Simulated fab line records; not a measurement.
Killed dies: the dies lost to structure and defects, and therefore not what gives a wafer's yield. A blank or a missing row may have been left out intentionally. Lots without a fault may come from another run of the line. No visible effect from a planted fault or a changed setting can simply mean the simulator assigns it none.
fab line records	flow berkeley-cmos170
record lots=5	wafers=23
route steps=331 shown NSD@191 SILICIDE@211 V1@256 M2@272 M3@310
start-h: hours from the record's opening day to when the first of the lot's shown wafers began	wait-h: hours since the lot's step before	" same as the row above	L1.1+2: a row that stands for several wafers	- no value, or no start given	* or withheld: withheld	< > ~ a bound
route shown NAME@n: NAME is a module with steps in the file, n the number in the route of the first one	usual: average and standard deviation across the fault-free wafers	same: alike in all rows	chamber/n: place in a boat	sites: per-site readings	_std_site: the standard deviation of these	_edge_site: inner sites' mean taken away from outer sites' mean	radius-mm: for every site, how far away it sits from the centre of the wafer	mask NAME#n: copy n	behind: the most recent tool/chamber to have shaped the wafer	hold: why the lot went on hold/how many hours it stayed there/how the hold came to an end	device: the transistor (n, p or np) that didn't switch	end of line: the tests these same wafers got at the end of their route	a step with no rows: only its recipe	killed: at the first sort, the dies lost to defects and structure; wafer yield is something else	map: a wafer's dies, x killed, . not, _ none there
set.NAME: the run value of the setting; set.NAME@STEP: its run value at that earlier step	model.NAME: the simulator's own value behind a step, which no gauge read
one table per step and one row per wafer, for lots whose settings were changed on purpose
## steps
# step UCB170_NSD_PEB_04
# recipe peb-temp-c=130	peb-time-s=withheld	resist=KrF
lot.wafer	tool	chamber	start-h	wait-h	set.peb-temp-c
L074.2+3+6	litho-track-01	0	164.92	0.2	130
L074.4+5	"	0	"	"	132.4
L077.1+3+6	litho-track-03	0	178.55	0.3	130
L082.1+3+5	litho-track-03	0	195.12	0.3	130
L082.2+6	"	0	"	"	127.3
L084.1+6	litho-track-01	0	203.37	0.2	133.5
L084.3+4+5	"	0	"	"	130
L085.1+2+3+5+6	litho-track-01	0	219.60	0.1	130
# step UCB170_NSD_DEVELOP_05
# recipe developer=TMAH	develop-time-s=45	resist=KrF	dev-temp-c=21
# step UCB170_NSD_CD_MEAS_06
# recipe target-cd-nm=1200
# usual cd-nm=1200.3/1.2
lot.wafer	tool	chamber	start-h	wait-h	set.peb-temp-c@NSD_PEB_04	cd-nm
L074.2	cd-sem-02	-	165.19	-	130	1201.8
L074.3	"	-	"	"	130	1201.4
L074.4	"	-	"	"	132.4	1215.4
L074.5	"	-	"	"	132.4	1214.7
L074.6	"	-	"	"	130	1200.9
L077.1	cd-sem-02	-	178.82	-	130	1199.1
L077.3	"	-	"	"	130	1198.9
L077.6	"	-	"	"	130	1199.4
L082.1	cd-sem-01	-	195.39	-	130	1199.5
L082.2	"	-	"	"	127.3	1179.1
L082.3	"	-	"	"	130	1201.1
L082.5	"	-	"	"	130	1200.6
L082.6	"	-	"	"	127.3	1179.4
L084.1	cd-sem-02	-	203.64	-	133.5	1220.0
L084.3	"	-	"	"	130	1199.8
L084.4	"	-	"	"	130	1199.7
L084.5	"	-	"	"	130	1199.8
L084.6	"	-	"	"	133.5	1218.4
L085.1	cd-sem-02	-	219.88	-	130	1199.9
L085.2	"	-	"	"	130	1199.3
L085.3	"	-	"	"	130	1199.5
L085.5	"	-	"	"	130	1199.6
L085.6	"	-	"	"	130	1199.7
# step UCB170_SILICIDE_SPUTTER_01
# recipe material=Ti	target-thk-nm=30	time-s=25	power-w=1500	chamber-pressure-pa=0.5
lot.wafer	tool	chamber	start-h	wait-h	set.time-s	model.Ti_of_SILICIDE_SPUTTER_01.thk-nm
L074.2	pvd-sputter-04	-	167.89	0.0	25	30.24
L074.3	"	-	"	"	28.57	34.66
L074.4	"	-	"	"	28.57	34.49
L074.5	"	-	"	"	25	30.6
L074.6	"	-	"	"	25	30.18
L077.1	pvd-sputter-04	-	181.63	0.0	25	30.39
L077.3	"	-	"	"	25	29.91
L077.6	"	-	"	"	25	30.54
L082.1	pvd-sputter-04	-	197.46	0.0	25	30.01
L082.2	"	-	"	"	25	30.08
L082.3	"	-	"	"	25	30.35
L082.5	"	-	"	"	25	29.89
L082.6	"	-	"	"	25	29.85
L084.1	pvd-sputter-01	-	205.90	0.0	25	29.91
L084.3	"	-	"	"	25	29.56
L084.4	"	-	"	"	25	29.86
L084.5	"	-	"	"	24.04	28.48
L084.6	"	-	"	"	24.04	28.27
L085.1	pvd-sputter-04	-	222.52	0.0	25	29.85
L085.2	"	-	"	"	22.69	27.32
L085.3	"	-	"	"	22.69	27.12
L085.5	"	-	"	"	25	29.75
L085.6	"	-	"	"	22.69	27.28
# step UCB170_SILICIDE_RS_MEAS_02
# recipe thk-meas-gauge=four-point-probe	reads=Ti_of_SILICIDE_SPUTTER_01
# usual SILICIDE_TI_RS=26.10/0.29
lot.wafer	tool	chamber	start-h	wait-h	set.time-s@SILICIDE_SPUTTER_01	SILICIDE_TI_RS[ohm/sq]
L074.2	film-metro-02	-	167.94	0.0	25	25.93
L074.3	"	-	"	"	28.57	22.11
L074.4	"	-	"	"	28.57	22.19
L074.5	"	-	"	"	25	25.58
L074.6	"	-	"	"	25	25.96
L077.1	film-metro-03	-	181.66	0.0	25	25.76
L077.3	"	-	"	"	25	26.21
L077.6	"	-	"	"	25	25.55
L082.1	film-metro-02	-	197.49	0.0	25	26.11
L082.2	"	-	"	"	25	26.02
L082.3	"	-	"	"	25	25.74
L082.5	"	-	"	"	25	26.21
L082.6	"	-	"	"	25	26.29
L084.1	film-metro-02	-	205.98	0.1	25	26.27
L084.3	"	-	"	"	25	26.68
L084.4	"	-	"	"	25	26.36
L084.5	"	-	"	"	24.04	27.86
L084.6	"	-	"	"	24.04	28.11
L085.1	film-metro-04	-	222.55	0.0	25	26.27
L085.2	"	-	"	"	22.69	29.21
L085.3	"	-	"	"	22.69	29.49
L085.5	"	-	"	"	25	26.36
L085.6	"	-	"	"	22.69	29.25
# step UCB170_SILICIDE_THK_MEAS_03
# recipe thk-meas-gauge=xrf	reads=Ti_of_SILICIDE_SPUTTER_01
# usual SILICIDE_TI_THK=29.50/0.28
lot.wafer	tool	chamber	start-h	wait-h	set.time-s@SILICIDE_SPUTTER_01	SILICIDE_TI_THK[nm]
L074.2	film-metro-02	-	168.05	0.1	25	29.72
L074.3	"	-	"	"	28.57	34.14
L074.4	"	-	"	"	28.57	33.86
L074.5	"	-	"	"	25	30.01
L074.6	"	-	"	"	25	29.65
L077.1	film-metro-03	-	181.78	0.1	25	29.59
L077.3	"	-	"	"	25	29.21
L077.6	"	-	"	"	25	29.82
L082.1	film-metro-02	-	197.61	0.1	25	29.38
L082.2	"	-	"	"	25	29.48
L082.3	"	-	"	"	25	29.73
L082.5	"	-	"	"	25	29.34
L082.6	"	-	"	"	25	29.38
L084.1	film-metro-02	-	206.10	0.1	25	29.29
L084.3	"	-	"	"	25	28.96
L084.4	"	-	"	"	25	29.23
L084.5	"	-	"	"	24.04	27.96
L084.6	"	-	"	"	24.04	27.74
L085.1	film-metro-04	-	222.67	0.1	25	29.59
L085.2	"	-	"	"	22.69	27.01
L085.3	"	-	"	"	22.69	26.75
L085.5	"	-	"	"	25	29.43
L085.6	"	-	"	"	22.69	27.00
# step UCB170_V1_CMP_02
# recipe material=SiO2	down-force-psi=6	platen-rpm=60	pad-velocity-m-s=0.75398
lot.wafer	tool	chamber	start-h	wait-h	set.leave-above-ref-nm	model.SiO2_of_V1_CVD_00.thk-nm
L074.4+3	cmp-01	0,3	179.19	0.0	1000	998.8
L074.2	"	2	"	"	940.8	940.2
L074.5	"	0	"	"	940.8	941.1
L074.6	"	1	"	"	1000	1001
L077.3	cmp-01	3	191.20	0.1	1000	999.2
L077.1	"	1	"	"	1000	1000
L077.6	"	2	"	"	1000	998
L082.2	cmp-01	0	206.99	0.0	1000	999.4
L082.3	"	2	"	"	1000	999.6
L082.1	"	3	"	"	945.5	945.2
L082.6	"	0	"	"	1000	999.9
L082.5	"	1	"	"	945.5	946.8
L084.4	cmp-02	1	214.67	0.0	1000	999.4
L084.1	"	2	"	"	1000	1001
L084.3	"	3	"	"	1041	1040
L084.6	"	1	"	"	1041	1041
L084.5	"	2	"	"	1041	1042
L085.3+6	cmp-02	0	231.09	0.1	1000	998.3
L085.2	"	1	"	"	1000	998.7
L085.1	"	2	"	"	1000	999.1
L085.5	"	3	"	"	1000	1001
# step UCB170_V1_THK_MEAS_04
# recipe reads=SiO2_of_V1_CVD_00
# usual V1_POLISHED_THK=999.6/0.92
lot.wafer	tool	chamber	start-h	wait-h	set.leave-above-ref-nm@V1_CMP_02	V1_POLISHED_THK[nm]
L074.2	film-metro-04	-	179.66	0.1	940.8	940.0
L074.3	"	-	"	"	1000	998.6
L074.4	"	-	"	"	1000	998.6
L074.5	"	-	"	"	940.8	940.9
L074.6	"	-	"	"	1000	1000.8
L077.1	film-metro-01	-	191.57	0.1	1000	1000.6
L077.3	"	-	"	"	1000	998.7
L077.6	"	-	"	"	1000	997.9
L082.1	film-metro-01	-	207.41	0.1	945.5	946.0
L082.2	"	-	"	"	1000	999.4
L082.3	"	-	"	"	1000	1000.2
L082.5	"	-	"	"	945.5	946.5
L082.6	"	-	"	"	1000	999.8
L084.1	film-metro-01	-	215.10	0.1	1000	1000.7
L084.3	"	-	"	"	1041	1040.6
L084.4	"	-	"	"	1000	998.9
L084.5	"	-	"	"	1041	1041.7
L084.6	"	-	"	"	1041	1039.3
L085.1	film-metro-03	-	231.46	0.1	1000	999.8
L085.2	"	-	"	"	1000	998.6
L085.3	"	-	"	"	1000	998.7
L085.5	"	-	"	"	1000	1001.2
L085.6	"	-	"	"	1000	998.7
# step UCB170_V1_EXPOSE_09
# recipe mask-id=VIA1	target-cd-nm=700	na=0.5	sigma-outer=0.6	source-shape=conventional	dose-mj=37
lot.wafer	tool	chamber	start-h	wait-h	mask	set.dose-mj
L074.2+3+6	krf-scanner-02	0	182.17	0.3	VIA1#0	35.05
L074.4+5	"	0	"	"	VIA1#0	37
L077.1+3+6	krf-scanner-01	0	194.52	0.2	VIA1#0	37
L082.1+2	krf-scanner-01	0	208.09	0.1	VIA1#0	39.35
L082.3+5+6	"	0	"	"	VIA1#0	37
L084.1+4+5	krf-scanner-02	0	217.28	0.1	VIA1#0	37
L084.3+6	"	0	"	"	VIA1#0	38.85
L085.1+2+3	krf-scanner-01	0	232.57	0.2	VIA1#0	34.26
L085.5+6	"	0	"	"	VIA1#0	37
# step UCB170_V1_PEB_10
# recipe peb-temp-c=130	peb-time-s=withheld	resist=KrF
# step UCB170_V1_DEVELOP_11
# recipe developer=TMAH	develop-time-s=45	resist=KrF	dev-temp-c=21
# step UCB170_V1_CD_MEAS_12
# recipe target-cd-nm=700
# usual cd-nm=699.4/1.5
lot.wafer	tool	chamber	start-h	wait-h	set.dose-mj@V1_EXPOSE_09	cd-nm
L074.2	cd-sem-01	-	182.87	-	35.05	690.4
L074.3	"	-	"	"	35.05	690.4
L074.4	"	-	"	"	37	700.3
L074.5	"	-	"	"	37	699.8
L074.6	"	-	"	"	35.05	690.6
L077.1	cd-sem-01	-	195.12	-	37	702.0
L077.3	"	-	"	"	37	701.5
L077.6	"	-	"	"	37	701.0
L082.1	cd-sem-01	-	208.60	-	39.35	710.5
L082.2	"	-	"	"	39.35	711.1
L082.3	"	-	"	"	37	698.7
L082.5	"	-	"	"	37	699.3
L082.6	"	-	"	"	37	699.5
L084.1	cd-sem-01	-	217.77	-	37	699.0
L084.3	"	-	"	"	38.85	706.6
L084.4	"	-	"	"	37	698.9
L084.5	"	-	"	"	37	697.7
L084.6	"	-	"	"	38.85	706.4
L085.1	cd-sem-02	-	232.96	-	34.26	685.0
L085.2	"	-	"	"	34.26	685.0
L085.3	"	-	"	"	34.26	685.9
L085.5	"	-	"	"	37	700.1
L085.6	"	-	"	"	37	699.3
# step UCB170_V1_ETCH_14
# recipe chemistry=CHF3/CF4/Ar	target=SiO2	stop-on=Al	CHF3_flow_sccm=45	cf4-flow-sccm=15	Ar_flow_sccm=150	pressure-mtorr=200	rf-w=700	target-depth-a=12500	over-etch-frac=0.25	time-s=291
lot.wafer	tool	chamber	start-h	wait-h	set.leave-above-ref-nm@V1_CMP_02	set.dose-mj@V1_EXPOSE_09	model.V1.feature-depth-nm	model.etch.depth-nm	model.V1.cd-nm
L074.2	rie-diel-02	3	183.00	0.0	940.8	35.05	940.2	940.2	689.7
L074.3	"	0	"	"	1000	35.05	998.8	998.8	690.9
L074.4	"	1	"	"	1000	37	999	-	699.9
L074.5	"	2	"	"	940.8	37	941.1	-	700.8
L074.6	"	3	"	"	1000	35.05	1001	-	690.6
L077.1	rie-diel-01	3	195.27	0.0	1000	37	1000	1000	701.4
L077.3	"	2	"	"	1000	37	999.2	999.2	703.2
L077.6	"	0	"	"	1000	37	998	998	700.6
L082.1	rie-diel-02	2	208.75	0.0	945.5	39.35	945.2	945.2	711.5
L082.2	"	1	"	"	1000	39.35	999.6	999.4	710.3
L082.3	"	0	"	"	1000	37	999.6	999.6	699.3
L082.5	"	1	"	"	945.5	37	947	946.8	699.1
L082.6	"	0	"	"	1000	37	999.9	999.9	699.9
L084.1	rie-diel-01	0	217.92	0.0	1000	37	1001	1001	698.4
L084.3	"	0	"	"	1041	38.85	1040	1040	706.1
L084.4	"	2	"	"	1000	37	999.4	999.4	699.5
L084.5	"	0	"	"	1041	37	1042	1042	697.6
L084.6	"	2	"	"	1041	38.85	1041	1041	707.3
L085.1	rie-diel-02	3	233.11	0.0	1000	34.26	999.1	999.1	684.7
L085.2	"	2	"	"	1000	34.26	998.7	998.7	685.4
L085.3	"	1	"	"	1000	34.26	998.5	-	685.4
L085.5	"	2	"	"	1000	37	1001	-	700.5
L085.6	"	1	"	"	1000	37	998.5	998.3	698.5
# step UCB170_V1_STRIP_15
# recipe chemistry=O2	power-w=400	pressure-mtorr=3500	platen-temp-c=withheld	o2-flow-sccm=400	overash-fraction=0.5
# step UCB170_V1_CD_MEAS_90
# recipe target-cd-nm=700
# usual cd-nm=699.5/1.5
lot.wafer	tool	chamber	start-h	wait-h	set.dose-mj@V1_EXPOSE_09	cd-nm
L074.2	cd-sem-01	-	183.30	0.1	35.05	689.8
L074.3	"	-	"	"	35.05	690.9
L074.4	"	-	"	"	37	700.1
L074.5	"	-	"	"	37	701.0
L074.6	"	-	"	"	35.05	690.3
L077.1	cd-sem-01	-	195.63	0.1	37	701.3
L077.3	"	-	"	"	37	702.9
L077.6	"	-	"	"	37	700.7
L082.1	cd-sem-02	-	209.03	0.1	39.35	711.5
L082.2	"	-	"	"	39.35	710.3
L082.3	"	-	"	"	37	699.0
L082.5	"	-	"	"	37	699.0
L082.6	"	-	"	"	37	700.1
L084.1	cd-sem-02	-	218.29	0.1	37	698.5
L084.3	"	-	"	"	38.85	706.4
L084.4	"	-	"	"	37	699.6
L084.5	"	-	"	"	37	697.5
L084.6	"	-	"	"	38.85	707.5
L085.1	cd-sem-02	-	233.39	0.1	34.26	684.4
L085.2	"	-	"	"	34.26	685.2
L085.3	"	-	"	"	34.26	685.5
L085.5	"	-	"	"	37	700.4
L085.6	"	-	"	"	37	699.0
# step UCB170_M2_SPUTTER_01
# recipe material=Al	target-thk-nm=900	time-s=120	power-w=6000	chamber-pressure-pa=0.5
lot.wafer	tool	chamber	start-h	wait-h	set.chamber-pressure-pa	model.Al_of_M2_SPUTTER_01.thk-nm
L074.2	pvd-sputter-01	-	183.47	0.0	0.5258	884.1
L074.3	"	-	"	"	0.5258	887.1
L074.4	"	-	"	"	0.5258	883.8
L074.5	"	-	"	"	0.5258	880.2
L074.6	"	-	"	"	0.5258	885.3
L077.1	pvd-sputter-02	-	195.82	0.0	0.5	885.8
L077.3	"	-	"	"	0.5	892.6
L077.6	"	-	"	"	0.5	879.5
L082.1	pvd-sputter-02	-	209.22	0.0	0.5	913.8
L082.2	"	-	"	"	0.5	893.5
L082.3	"	-	"	"	0.5	902
L082.5	"	-	"	"	0.5	905.2
L082.6	"	-	"	"	0.5	910.6
L084.1	pvd-sputter-03	-	218.48	0.0	0.5628	859.4
L084.3	"	-	"	"	0.5628	866.3
L084.4	"	-	"	"	0.5628	862.3
L084.5	"	-	"	"	0.5628	855
L084.6	"	-	"	"	0.5628	859.8
L085.1	pvd-sputter-02	-	233.58	0.0	0.5465	877.7
L085.2	"	-	"	"	0.5465	881.9
L085.3	"	-	"	"	0.5465	868.1
L085.5	"	-	"	"	0.5465	881.8
L085.6	"	-	"	"	0.5465	866
# step UCB170_M2_DEVELOP_14
# recipe developer=TMAH	develop-time-s=45	resist=KrF	dev-temp-c=21
lot.wafer	tool	chamber	start-h	wait-h	set.develop-time-s
L074.2+3+4+5+6	litho-track-01	0	-	-	45
L077.1+3+6	litho-track-01	0	-	-	45
L082.1+5+6	litho-track-03	0	-	-	46.96
L082.2+3	"	0	"	"	45
L084.1+5+6	litho-track-01	0	-	-	46.86
L084.3+4	"	0	"	"	45
L085.1+5	litho-track-03	0	-	-	49.28
L085.2+3+6	"	0	"	"	45
# step UCB170_M2_ETCH_17
# recipe chemistry=N2/H2	target-depth-a=withheld	overetch-a=withheld	target=BARC	time-s=withheld	source-w=500	bias-w=100	pressure-mtorr=30	n2-flow-sccm=100	h2-flow-sccm=200
# step UCB170_M2_METAL_ETCH_18
# recipe chemistry=Cl2/BCl3	target=Al	stop-on=SiO2	pressure-mtorr=12	target-depth-a=11700	over-etch-frac=0.3	time-s=195	icp-w=600	bias-w=120	Cl2_flow_sccm=90	bcl3-flow-sccm=45
lot.wafer	tool	chamber	start-h	wait-h	set.leave-above-ref-nm@V1_CMP_02	model.SiO2_of_V1_CVD_00.thk-nm
L074.2	rie-metal-01	0	186.22	-	940.8	877.1
L074.3	"	1	"	"	1000	938.6
L074.4	"	0	"	"	1000	935.5
L074.5	"	1	"	"	940.8	881.3
L074.6	"	0	"	"	1000	937.2
L077.1	rie-metal-01	0	198.14	-	1000	938.2
L077.3	"	0	"	"	1000	937
L077.6	"	0	"	"	1000	935.8
L082.1	rie-metal-04	1	211.57	-	945.5	882.9
L082.2	"	0	"	"	1000	940.3
L082.3	"	0	"	"	1000	940.2
L082.5	"	1	"	"	945.5	884.5
L082.6	"	0	"	"	1000	940.8
L084.1	rie-metal-01	0	221.52	-	1000	938.3
L084.3	"	1	"	"	1041	981.3
L084.4	"	0	"	"	1000	936.8
L084.5	"	0	"	"	1041	979.4
L084.6	"	1	"	"	1041	981.2
L085.1	rie-metal-03	1	235.70	-	1000	937.3
L085.2	"	0	"	"	1000	938.7
L085.3	"	0	"	"	1000	938.5
L085.5	"	0	"	"	1000	941.1
L085.6	"	1	"	"	1000	936.9
# step UCB170_M3_SPUTTER_01
# recipe material=Al	target-thk-nm=900	time-s=120	power-w=6000	chamber-pressure-pa=0.5
lot.wafer	tool	chamber	start-h	wait-h	set.power-w	model.Al_of_M3_SPUTTER_01.thk-nm
L074.2	pvd-sputter-01	-	190.00	0.0	6000	889.8
L074.3	"	-	"	"	6000	883.8
L074.4	"	-	"	"	5651	833.6
L074.5	"	-	"	"	5651	834.3
L074.6	"	-	"	"	5651	840
L077.1	pvd-sputter-02	-	201.54	0.0	6000	898.2
L077.3	"	-	"	"	6000	900.1
L077.6	"	-	"	"	6000	889.5
L082.1	pvd-sputter-01	-	214.81	0.0	6000	897.5
L082.2	"	-	"	"	6000	889.4
L082.3	"	-	"	"	6000	885.8
L082.5	"	-	"	"	6000	890.5
L082.6	"	-	"	"	6000	894.8
L084.1	pvd-sputter-02	-	224.74	0.0	6000	891.5
L084.3	"	-	"	"	6000	896.5
L084.4	"	-	"	"	6000	893
L084.5	"	-	"	"	6000	892.3
L084.6	"	-	"	"	6000	893.8
L085.1+6	pvd-sputter-02	-	238.85	0.0	6000	895.8
L085.2	"	-	"	"	6000	899
L085.3	"	-	"	"	5593	836.8
L085.5	"	-	"	"	5593	846
# step UCB170_M3_RS_MEAS_02
# recipe thk-meas-gauge=four-point-probe	reads=Al_of_M3_SPUTTER_01
# usual M3_AL_RS=0.0323/0.00032
lot.wafer	tool	chamber	start-h	wait-h	set.power-w@M3_SPUTTER_01	M3_AL_RS[ohm/sq]
L074.2	film-metro-01	-	190.10	0.1	6000	0.0324
L074.3	"	-	"	"	6000	0.0327
L074.4	"	-	"	"	5651	0.0348
L074.5	"	-	"	"	5651	0.0347
L074.6	"	-	"	"	5651	0.0345
L077.1	film-metro-04	-	201.63	0.0	6000	0.0323
L077.3	"	-	"	"	6000	0.0322
L077.6	"	-	"	"	6000	0.0326
L082.1	film-metro-04	-	214.89	0.0	6000	0.0323
L082.2	"	-	"	"	6000	0.0326
L082.3	"	-	"	"	6000	0.0328
L082.5	"	-	"	"	6000	0.0326
L082.6	"	-	"	"	6000	0.0325
L084.1	film-metro-04	-	224.83	0.0	6000	0.0326
L084.3	"	-	"	"	6000	0.0323
L084.4	"	-	"	"	6000	0.0325
L084.5	"	-	"	"	6000	0.0325
L084.6	"	-	"	"	6000	0.0324
L085.1	film-metro-04	-	238.93	0.0	6000	0.0324
L085.2	"	-	"	"	6000	0.0323
L085.3	"	-	"	"	5593	0.0347
L085.5	"	-	"	"	5593	0.0343
L085.6	"	-	"	"	6000	0.0324
# step UCB170_M3_THK_MEAS_03
# recipe thk-meas-gauge=xrf	reads=Al_of_M3_SPUTTER_01
# usual M3_AL_THK=887/10
lot.wafer	tool	chamber	start-h	wait-h	set.power-w@M3_SPUTTER_01	M3_AL_THK[nm]
L074.2	film-metro-01	-	190.21	0.1	6000	876
L074.3	"	-	"	"	6000	870
L074.4	"	-	"	"	5651	818
L074.5	"	-	"	"	5651	819
L074.6	"	-	"	"	5651	821
L077.1	film-metro-04	-	201.75	0.1	6000	889
L077.3	"	-	"	"	6000	899
L077.6	"	-	"	"	6000	885
L082.1	film-metro-04	-	215.01	0.1	6000	893
L082.2	"	-	"	"	6000	887
L082.3	"	-	"	"	6000	882
L082.5	"	-	"	"	6000	891
L082.6	"	-	"	"	6000	886
L084.1	film-metro-04	-	224.95	0.1	6000	891
L084.3	"	-	"	"	6000	901
L084.4	"	-	"	"	6000	893
L084.5	"	-	"	"	6000	894
L084.6	"	-	"	"	6000	898
L085.1	film-metro-04	-	239.05	0.1	6000	893
L085.2	"	-	"	"	6000	896
L085.3	"	-	"	"	5593	838
L085.5	"	-	"	"	5593	845
L085.6	"	-	"	"	6000	898
## key
split step=UCB170_NSD_PEB_04	setting=peb-temp-c	stated=130	by=wafer
response step=UCB170_NSD_CD_MEAS_06	reading=cd-nm	change=+8.12	per=1%	r=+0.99
split step=UCB170_SILICIDE_SPUTTER_01	setting=time-s	stated=25	by=wafer
response step=UCB170_SILICIDE_SPUTTER_01	reading=model.Ti_of_SILICIDE_SPUTTER_01.thk-nm	change=+0.294	per=1%	r=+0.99
response step=UCB170_SILICIDE_RS_MEAS_02	reading=SILICIDE_TI_RS	change=-0.283	per=1%	r=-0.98
response step=UCB170_SILICIDE_THK_MEAS_03	reading=SILICIDE_TI_THK	change=+0.293	per=1%	r=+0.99
split step=UCB170_V1_CMP_02	setting=leave-above-ref-nm	stated=1000	by=wafer
response step=UCB170_V1_CMP_02	reading=model.SiO2_of_V1_CVD_00.thk-nm	change=+9.9	per=1%	r=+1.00
response step=UCB170_V1_THK_MEAS_04	reading=V1_POLISHED_THK	change=+9.9	per=1%	r=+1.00
response step=UCB170_V1_ETCH_14	reading=model.V1.feature-depth-nm	change=+9.91	per=1%	r=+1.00
response step=UCB170_V1_ETCH_14	reading=model.etch.depth-nm	change=+9.89	per=1%	r=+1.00
response step=UCB170_M2_METAL_ETCH_18	reading=model.SiO2_of_V1_CVD_00.thk-nm	change=+10.2	per=1%	r=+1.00
split step=UCB170_V1_EXPOSE_09	setting=dose-mj	stated=37	by=wafer
response step=UCB170_V1_CD_MEAS_12	reading=cd-nm	change=+1.83	per=1%	r=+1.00
response step=UCB170_V1_ETCH_14	reading=model.V1.cd-nm	change=+1.84	per=1%	r=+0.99
response step=UCB170_V1_CD_MEAS_90	reading=cd-nm	change=+1.88	per=1%	r=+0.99
split step=UCB170_M2_SPUTTER_01	setting=chamber-pressure-pa	stated=0.5	by=lot
response step=UCB170_M2_SPUTTER_01	reading=model.Al_of_M2_SPUTTER_01.thk-nm	change=-2.83	per=1%	r=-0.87
split step=UCB170_M2_DEVELOP_14	setting=develop-time-s	stated=45	by=wafer
response none clear
split step=UCB170_M3_SPUTTER_01	setting=power-w	stated=6000	by=wafer
response step=UCB170_M3_SPUTTER_01	reading=model.Al_of_M3_SPUTTER_01.thk-nm	change=+8.41	per=1%	r=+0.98
response step=UCB170_M3_RS_MEAS_02	reading=M3_AL_RS	change=-0.00033	per=1%	r=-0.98
response step=UCB170_M3_THK_MEAS_03	reading=M3_AL_THK	change=+8.52	per=1%	r=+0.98
